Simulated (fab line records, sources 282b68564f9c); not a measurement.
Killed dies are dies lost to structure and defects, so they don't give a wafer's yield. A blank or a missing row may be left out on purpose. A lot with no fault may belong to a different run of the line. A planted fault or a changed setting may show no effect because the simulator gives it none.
2 desks looking at one fault	flow rit-cmos	what lay behind the numbers comes last; until then each desk has only its own

## THE TOOL OWNER'S DESK: lpcvd-01
The tool's own readings at RIT_SPACER_CVD_03 (deposits Si3N4 from SiH2Cl2/NH3, target thk 250 nm, time 3300 s): means of the sampled wafers that have a number, for each lot that ran on this tool. A lot is out of limits, marked OUT, if its mean lies more than 4 standard deviations from the usual mean; the brackets give that distance.
Columns: A = spike-tc-centre-C at RIT_SPACER_CVD_03, usual 812.3 C; B = spike-tc-load-C at RIT_SPACER_CVD_03, usual 835 C; C = spike-tc-source-C at RIT_SPACER_CVD_03, usual 832.0 C; D = susceptor-temp-C at RIT_SPACER_CVD_03, usual 810.0 C
lot	first seen here	A	B	C	D
L227	day 3 01:46	813.1	837	834.3	809.5
L228	day 3 07:09	813.5	838	834.1	810.8
L230	day 3 16:33	813.1	837	833.4	809.8
L231	day 3 20:38	811.8	838	827.4	809.7
L233	day 4 04:17	811.4	838	828.1	810.0
L232	day 4 06:29	813.5	837	833.8	810.0
L234	day 4 10:02	812.7	838	833.5	809.4
L235	day 4 12:37	857.5 (+28) OUT	883 (+14) OUT	879.5 (+21) OUT	854.9 (+99 or more) OUT
L236	day 4 17:02	857.2 (+28) OUT	884 (+14) OUT	873.7 (+18) OUT	855.4 (+99 or more) OUT
L238	day 5 08:46	857.5 (+28) OUT	883 (+14) OUT	874.0 (+18) OUT	854.8 (+99 or more) OUT
This desk finds L235, L236, L238 out of limits, L235 being first, at day 4 12:37 (spike-tc-centre-C at RIT_SPACER_CVD_03). In limits: L227, L228, L230, L231, L233, L232, L234.

## METROLOGY DESK
Lot by lot, what the gauges showed, no matter which tool ran the lot: averages of those sampled wafers that carry a number. A lot is out of limits, marked OUT, if its mean lies more than 4 standard deviations from the usual mean; the brackets give that distance.
Columns: A = SPACER_NITRIDE_THK at RIT_SPACER_THK_MEAS_04, usual 249.5 nm
lot	first seen here	A
L227	day 3 03:43	251.7
L228	day 3 09:04	252.0
L230	day 3 18:29	250.5
L229	day 3 19:11	251.8
L231	day 3 22:34	248.4
L233	day 4 06:12	248.4
L232	day 4 08:25	248.6
L234	day 4 11:58	251.1
L235	day 4 15:30	420.1 (+78) OUT
L236	day 4 18:57	414.8 (+75) OUT
L237	day 5 00:45	252.0
L238	day 5 10:41	421.6 (+78) OUT
L246	day 6 21:47	251.3
L250	day 7 17:59	251.0
This desk finds L235, L236, L238 out of limits, with the earliest case on L235 at day 4 15:30 (SPACER_NITRIDE_THK at RIT_SPACER_THK_MEAS_04). In limits: L227, L228, L230, L229, L231, L233, L232, L234, L237, L246, L250.

## TAKEN TOGETHER
At day 4 12:37, on L235, L236, L238, the tool owner's desk was in a position to raise an alarm.
Metrology desk: alarm possible at day 4 15:30 on L235, L236, L238.
Every lot named ran RIT_SPACER_CVD_03 on lpcvd-01.

## WHAT THE SIMULATOR HAD PUT IN
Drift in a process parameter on lpcvd-01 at RIT_SPACER_CVD_03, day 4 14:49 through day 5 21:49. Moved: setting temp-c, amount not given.
Shown lots that were struck: L235, L236, L238.
